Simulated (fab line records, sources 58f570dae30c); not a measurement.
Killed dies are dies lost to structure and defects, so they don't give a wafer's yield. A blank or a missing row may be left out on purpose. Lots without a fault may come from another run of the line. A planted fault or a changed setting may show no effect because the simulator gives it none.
Problem report in the 8D (eight disciplines) form, filled by code | flow berkeley_cmos170 | the parts of the form that need people (team, actions taken, sign-off) are left out

1. THE PROBLEM
spin_speed_rpm at UCB170_M1_COAT_04 reads a mean of 1413.8 rpm on 6 wafers of 2 lots; wafers without a fault read 1500.0 rpm with a standard deviation of 0.82. That is -99 or more standard deviations from the usual mean.
The step: resist thk 900 nm.
First seen on wafer L169.2, day 9 20:00, on litho_track-01. The record holds 18 wafers of 6 lots with a number at this step. Rule for "out", or "out of limits": more than 4 standard deviations from the usual mean. The other wafers with a number count as sound.

2. WHAT IT IS AND WHAT IT IS NOT
question                    | is                     | is not
which readings at this step | spin_speed_rpm         | -
which lots                  | L169, L173             | L162, L167, L171, L178
which wafers of those lots  | all that have a number | -
read on which tools         | litho_track-01         | litho_track-03, litho_track-04
when                        | from day 9 20:00       | up to then (9 sound wafers); but 3 sound wafers of L178 came after

3. SUSPECTS, AND WHAT RULES EACH OUT
Counting: a tool at a process step up to the reading stays a suspect if it ran every lot that is out and no sound lot after the first of them.
- rie_diel-03 at UCB170_CONTACT_ETCH_17 (etches BARC in N2/H2): kept. It ran every lot that is out, first L169 (day 9 18:58), and no sound lot after that; its last sound lot up to then is L167 (day 9 03:32).
- pvd_sputter-03 at UCB170_M1_SPUTTER_00 (material Al, target thk 600 nm, time 80 s): ruled out as a lasting fault. Sound lots L178 ran on it after its first lot that is out, L169 (day 9 19:38).
- litho_track-01 at UCB170_M1_COAT_04 (resist thk 900 nm): kept. It ran every lot that is out, first L169 (day 9 20:00), and no sound lot after that; its last sound lot up to then is L167 (day 9 06:00). Its own readings are out on those wafers: spin_speed_rpm.
Left after counting: rie_diel-03 at UCB170_CONTACT_ETCH_17, litho_track-01 at UCB170_M1_COAT_04.

4. THE CAUSE (what the simulator had put in)
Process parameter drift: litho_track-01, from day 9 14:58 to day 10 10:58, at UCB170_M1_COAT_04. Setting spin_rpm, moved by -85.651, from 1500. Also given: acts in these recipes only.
Counting left 2 suspects, and this tool is among them.

5. THE CHAIN OF EFFECTS, in route order
Each row: a reading whose mean over the struck wafers that have a number lies more than 3 standard deviations from the usual. Only readings for which the record gives a usual standard deviation are gone through. hours: the time from each lot's start at the first step in this table that gives one to its start at this step, as a median over the lots. sigmas: the change in usual standard deviations.
hours | step              | reading        | usual      | on struck wafers | change | sigmas
0     | UCB170_M1_COAT_04 | spin_speed_rpm | 1500.0 rpm | 1413.8           | -86.2  | -99 or more
The process steps in it:
- UCB170_M1_COAT_04: resist thk 900 nm.
Later measuring or inspecting steps at which every struck wafer that the step has a row for has a number for every such reading, and none has moved that far: UCB170_M1_CD_MEAS_09, UCB170_M1_OVL_MEAS_10.

6. WHAT WOULD HAVE CAUGHT IT SOONER
In this record the first reading out of limits was taken at day 9 20:00, 5 hours after the fault began at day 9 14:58.
